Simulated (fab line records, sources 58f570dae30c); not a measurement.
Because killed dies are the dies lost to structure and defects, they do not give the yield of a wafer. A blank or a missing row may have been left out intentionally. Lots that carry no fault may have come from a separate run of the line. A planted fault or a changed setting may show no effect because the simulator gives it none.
Problem report, 8D (eight disciplines) form, completed by code	flow berkeley cmos170	the parts of the form that need people (team, actions taken, sign-off) are left out

## 1. PROBLEM STATEMENT
Across 12 wafers from 4 lots, PLDD_RS at UCB170_SDANNEAL_RS_MEAS_04 averages 899.8 ohm/sq, while fault-free wafers read 1030.5 ohm/sq with a standard deviation of 2.4. Measured from the usual mean, that is -54 standard deviations.
The step: measures by four-point-probe.
First observed at day 10 09:52: wafer L950.1, on film metro-03. Wafers with a number at this step in the record: 48, from 16 lots. Rule for "out", or "out of limits": more than 4 standard deviations from the usual mean. Any other wafer with a number is counted as sound.

## 2. WHAT IT IS; WHAT IT IS NOT
question	is	is not
which readings at this step	PLDD_RS	-
which lots	L949, L950, L951, L952	L936, L938, L939, L940, L941, L942, L945, L948, L956, L957, L958, L959
which wafers of those lots	all that have a number	-
read on which gauges	film metro-01, film metro-03, film metro-04	-
when	from day 10 09:52	up to then (24 sound wafers); but 12 sound wafers of L956, L957, L958, L959 came after

## 3. SUSPECTS, AND WHAT RULES EACH OUT
Counting: a tool at a process step up to the reading stays a suspect if it ran every lot that is out and no sound lot after the first of them.
- ruled out: the gauge at UCB170_SDANNEAL_RS_MEAS_04. 3 gauges (film metro-01, film metro-03, film metro-04) read the wafers that are out.
- furnace-04 at UCB170_SPACER_ANNEAL_02 (time 1800 s): kept. All lots that are out passed through it, beginning with L949 at day 9 22:49, and no sound lot followed; its final sound lot before that point was L941 at day 7 10:24. Out on those wafers are its own readings of spike tc centre C, spike tc load C, spike tc source C, tube center temp C, tube_center_temp_C_max.
The count leaves furnace-04 at UCB170_SPACER_ANNEAL_02.

## 4. THE CAUSE (what the simulator had put in)
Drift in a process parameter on furnace-04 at UCB170_SPACER_ANNEAL_02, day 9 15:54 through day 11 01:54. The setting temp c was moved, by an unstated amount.
This tool alone remained once counting was done.

## 5. THE EFFECT CHAIN, in route order
Each row: a reading whose mean over the struck wafers that have a number lies more than 3 standard deviations from the usual. Only readings whose record carries a usual standard deviation are examined. hours: median over the lots of the time between each lot's start at the first step of this table that gives one and its start at this step. sigmas: the change, counted in usual standard deviations.
hours	step	reading	usual	on struck wafers	change	sigmas
0	UCB170_SPACER_ANNEAL_02	spike tc centre C	901.4 C	950.3	+48.9	+33
0	UCB170_SPACER_ANNEAL_02	spike tc load C	924.7 C	976.5	+51.8	+29
0	UCB170_SPACER_ANNEAL_02	spike tc source C	922.3 C	973.9	+51.6	+26
0	UCB170_SPACER_ANNEAL_02	tube center temp C	900 C	950	+50	+99 or more
0	UCB170_SPACER_ANNEAL_02	tube_center_temp_C_max	902.3	952.4	+50.1	+99 or more
0	UCB170_SPACER_ANNEAL_02	zone power source pct	25.3 %	28.4	+3.1	+3.2
11	UCB170_SDANNEAL_RS_MEAS_04	PLDD_RS	1030.5 ohm/sq	899.8	-130.7	-54
11	UCB170_SDANNEAL_RS_MEAS_05	NLDD_RS	618.9 ohm/sq	601.7	-17.2	-13
Its process steps:
- UCB170_SPACER_ANNEAL_02: time 1800 s.

## 6. WHAT WOULD HAVE CAUGHT IT SOONER
In this record the first reading out of limits at a measuring or inspecting step was taken at day 10 09:52, 18 hours after the fault began at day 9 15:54.
At UCB170_SPACER_ANNEAL_02, the tool's own readings (spike tc centre C, spike tc load C, spike tc source C, tube center temp C, tube_center_temp_C_max) were out on each struck wafer the step has a row for, so an alarm limit on them would have fired on the first such wafer.
All the lots that are out (4) had begun UCB170_SPACER_ANNEAL_02 on furnace-04 by day 10 09:52. Tool hold at that time: it would have spared none of them.
